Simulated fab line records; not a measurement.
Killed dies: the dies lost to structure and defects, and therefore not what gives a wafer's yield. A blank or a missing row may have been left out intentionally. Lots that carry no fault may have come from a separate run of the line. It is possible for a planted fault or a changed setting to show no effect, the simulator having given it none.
Which of the tools did it? / flow berkeley_cmos170 / 14 lots with 42 wafers sampled at 2 steps, on a route of 331 steps

== WHAT EACH GAUGE READ, for each wafer ==
UCB170_M1_RS_MEAS_01: measurement is done with a four-point probe. Usual: for M1_AL_RS the level is 0.0480 ohm/sq and the standard deviation is 0.00054.
lot=L433; measured=day 7 16:01; on=film_metro-04; M1_AL_RS (ohm/sq)=0.0476 0.0475 0.0482; flag=
lot=L435; measured=day 8 17:45; on=film_metro-03; M1_AL_RS (ohm/sq)=0.0483 0.0474 0.0475; flag=
lot=L438; measured=day 8 19:41; on=film_metro-04; M1_AL_RS (ohm/sq)=0.0482 0.0482 0.0479; flag=
lot=L437; measured=day 8 19:57; on=film_metro-03; M1_AL_RS (ohm/sq)=0.0476 0.0463 0.0469; flag=
lot=L436; measured=day 8 20:10; on=film_metro-02; M1_AL_RS (ohm/sq)=0.0474 0.0478 0.0481; flag=
lot=L440; measured=day 9 16:24; on=film_metro-04; M1_AL_RS (ohm/sq)=0.0479 0.0482 0.0480; flag=
lot=L441; measured=day 10 00:10; on=film_metro-02; M1_AL_RS (ohm/sq)=0.0479 0.0487 0.0481; flag=
lot=L442; measured=day 10 00:28; on=film_metro-04; M1_AL_RS (ohm/sq)=0.0470 0.0465 0.0469; flag=
lot=L448; measured=day 11 04:35; on=film_metro-03; M1_AL_RS (ohm/sq)=0.0480 0.0486 0.0477; flag=
lot=L447; measured=day 11 05:23; on=film_metro-04; M1_AL_RS (ohm/sq)=0.0486 0.0481 0.0483; flag=
lot=L455; measured=day 12 07:14; on=film_metro-04; M1_AL_RS (ohm/sq)=0.0482 0.0479 0.0485; flag=
lot=L453; measured=day 12 08:58; on=film_metro-04; M1_AL_RS (ohm/sq)=0.0487 0.0480 0.0484; flag=
lot=L454; measured=day 12 09:07; on=film_metro-03; M1_AL_RS (ohm/sq)=0.0482 0.0482 0.0479; flag=
lot=L456; measured=day 13 04:47; on=film_metro-04; M1_AL_RS (ohm/sq)=0.0469 0.0483 0.0469; flag=

== TOOL THAT RAN EACH LOT (tool first, then ch and the chambers of the sampled wafers, then the start) ==
lot=L433; UCB170_CONTACT_STRIP_19=plasma_asher-04 ch 0,1, day 7 15:18
lot=L435; UCB170_CONTACT_STRIP_19=plasma_asher-04 ch 0,1, day 8 17:16
lot=L438; UCB170_CONTACT_STRIP_19=plasma_asher-01 ch 0, day 8 19:14
lot=L437; UCB170_CONTACT_STRIP_19=plasma_asher-04 ch 0,1, day 8 19:28
lot=L436; UCB170_CONTACT_STRIP_19=plasma_asher-01 ch 0,1, day 8 19:43
lot=L440; UCB170_CONTACT_STRIP_19=plasma_asher-03 ch 0,1, day 9 15:56
lot=L441; UCB170_CONTACT_STRIP_19=plasma_asher-03 ch 0,1, day 9 23:38
lot=L442; UCB170_CONTACT_STRIP_19=plasma_asher-04 ch 0,1, day 10 00:00
lot=L448; UCB170_CONTACT_STRIP_19=plasma_asher-01 ch 0,1, day 11 04:06
lot=L447; UCB170_CONTACT_STRIP_19=plasma_asher-04 ch 0, day 11 04:56
lot=L455; UCB170_CONTACT_STRIP_19=plasma_asher-03 ch 0,1, day 12 05:48
lot=L453; UCB170_CONTACT_STRIP_19=plasma_asher-01 ch 0,1, day 12 08:31
lot=L454; UCB170_CONTACT_STRIP_19=plasma_asher-04 ch 0,1, day 12 08:34
lot=L456; UCB170_CONTACT_STRIP_19=plasma_asher-03 ch 0,1, day 13 04:19
- UCB170_CONTACT_STRIP_19: strips in O2.

== AS READ BY THE TOOLS THEMSELVES (means over the sampled wafers that have a number; for cases with no such wafer, the mark the record gives instead) ==
UCB170_CONTACT_STRIP_19. Usual: drypump_motor_current_A 5.7 A, standard deviation 0.6; oes_product_au 0.726 a.u., standard deviation 0.0043.
lot=L433; tool=plasma_asher-04; drypump_motor_current_A (A)=5.8; oes_product_au (a.u.)=0.727; flag=
lot=L435; tool=plasma_asher-04; drypump_motor_current_A (A)=5.3; oes_product_au (a.u.)=0.723; flag=
lot=L438; tool=plasma_asher-01; drypump_motor_current_A (A)=6.1; oes_product_au (a.u.)=0.728; flag=
lot=L437; tool=plasma_asher-04; drypump_motor_current_A (A)=5.8; oes_product_au (a.u.)=0.725; flag=
lot=L436; tool=plasma_asher-01; drypump_motor_current_A (A)=6.1; oes_product_au (a.u.)=0.724; flag=
lot=L440; tool=plasma_asher-03; drypump_motor_current_A (A)=5.4; oes_product_au (a.u.)=0.732; flag=
lot=L441; tool=plasma_asher-03; drypump_motor_current_A (A)=5.5; oes_product_au (a.u.)=0.725; flag=
lot=L442; tool=plasma_asher-04; drypump_motor_current_A (A)=5.3; oes_product_au (a.u.)=0.730; flag=
lot=L448; tool=plasma_asher-01; drypump_motor_current_A (A)=6.1; oes_product_au (a.u.)=0.724; flag=
lot=L447; tool=plasma_asher-04; drypump_motor_current_A (A)=6.3; oes_product_au (a.u.)=0.724; flag=
lot=L455; tool=plasma_asher-03; drypump_motor_current_A (A)=5.5; oes_product_au (a.u.)=0.724; flag=
lot=L453; tool=plasma_asher-01; drypump_motor_current_A (A)=6.2; oes_product_au (a.u.)=0.728; flag=
lot=L454; tool=plasma_asher-04; drypump_motor_current_A (A)=5.3; oes_product_au (a.u.)=0.726; flag=
lot=L456; tool=plasma_asher-03; drypump_motor_current_A (A)=5.5; oes_product_au (a.u.)=0.723; flag=

== THE ANSWER, worked out from the rows above alone ==
Rule: lot off if the mean of its wafers having a number is beyond 3 standard deviations from the usual mean. A lot without any number at a reading at which 4 lots or more have one is off too. The other lots that the step has rows for count as sound. Order of review: gauges by route order, followed by the tools' own readings, for which a lot's mean as printed above is used. At the first step where some lot is off, the reading lying furthest off is the one used; lots without a number count as furthest.
None of the lots is off at any reading shown; this tells nothing.

== WHAT HAD BEEN PUT IN BY THE SIMULATOR ==
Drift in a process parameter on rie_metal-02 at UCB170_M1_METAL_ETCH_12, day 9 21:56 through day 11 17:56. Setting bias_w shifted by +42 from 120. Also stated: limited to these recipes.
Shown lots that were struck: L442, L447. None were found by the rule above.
